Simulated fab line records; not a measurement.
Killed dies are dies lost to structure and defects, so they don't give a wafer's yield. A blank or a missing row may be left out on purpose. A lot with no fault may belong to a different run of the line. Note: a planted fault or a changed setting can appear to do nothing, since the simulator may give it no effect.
Code-filled problem report in 8D (eight disciplines) form || flow berkeley cmos170 || the parts of the form that need people (team, actions taken, sign-off) are left out

== 1. PROBLEM STATEMENT ==
Wafers without a fault read 182.4 s, standard deviation 0.4; run length s at UCB170_NWELL_ETCH_13 reads a mean of 174.2 s on 6 wafers belonging to 2 lots. Measured from the usual mean, that is -20 standard deviations.
The step: etches Si3N4 in CH3F/Ar/O2, stops on SiO2, target depth 246.4 nm, time 154 s.
Earliest sighting: wafer L142.2 on rie diel-02 at day 4 11:45. The record has a number at this step for 42 wafers belonging to 14 lots. The rule behind "out" and "out of limits": a value lying over 4 standard deviations away from the usual mean. All remaining wafers that have a number are taken as sound.

== 2. WHAT IT IS; WHAT IT IS NOT ==
{"question": "which readings at this step", "is": "run length s", "is not": "drypump motor current A, throttle valve pct"}
{"question": "which lots", "is": "L142, L144", "is not": "L131, L132, L133, L134, L135, L137, L145, L146, L148, L152, L153, L154"}
{"question": "which wafers of those lots", "is": "all that have a number", "is not": "-"}
{"question": "read on which tools", "is": "rie diel-02", "is not": "rie diel-01, rie diel-03"}
{"question": "when", "is": "from day 4 11:45", "is not": "up to then (18 sound wafers); but 18 sound wafers of L145, L146, L148, L152, L153, L154 came after"}

== 3. WHAT RULES OUT EACH SUSPECT ==
Counting: a tool at any process step up to the reading remains a suspect when it ran all the lots that are out and ran no sound lot after the first of those.
- rie diel-02 at UCB170_NWELL_ETCH_13 (etches Si3N4 in CH3F/Ar/O2, stops on SiO2, target depth 246.4 nm, time 154 s): kept. It ran every lot that is out, first L142 (day 4 11:45), and no sound lot after that; its last sound lot up to then is L135 (day 3 00:19). Out on those wafers are its own readings of run length s.
After counting, what remains is rie diel-02 at UCB170_NWELL_ETCH_13.

== 4. THE CAUSE (what the simulator had put in) ==
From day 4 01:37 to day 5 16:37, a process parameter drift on rie diel-02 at UCB170_NWELL_ETCH_13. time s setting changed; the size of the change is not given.
After counting, this tool was the only one left.

== 5. SEQUENCE OF EFFECTS, ordered by route ==
Each row: a reading whose mean over the struck wafers that have a number lies more than 3 standard deviations from the usual. Scope: only readings with a usual standard deviation given in the record; hours: median across lots of the time from each lot's start at the first step in this table that gives one to its start at this step; sigmas: change in usual standard deviations.
{"hours": 0, "step": "UCB170_NWELL_ETCH_13", "reading": "oes product au", "usual": "0.946 a.u.", "on struck wafers": 0.999, "change": "+0.053", "sigmas": "+3.8"}
{"hours": 0, "step": "UCB170_NWELL_ETCH_13", "reading": "run length s", "usual": "182.4 s", "on struck wafers": 174.2, "change": -8.2, "sigmas": -20}
The process steps in it:
- UCB170_NWELL_ETCH_13: etches Si3N4 in CH3F/Ar/O2, stops on SiO2, target depth 246.4 nm, time 154 s.

== 6. HOW IT WOULD HAVE BEEN CAUGHT EARLIER ==
In this record no reading fell out of limits until day 4 11:45, 10 hours after the fault had begun at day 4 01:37.
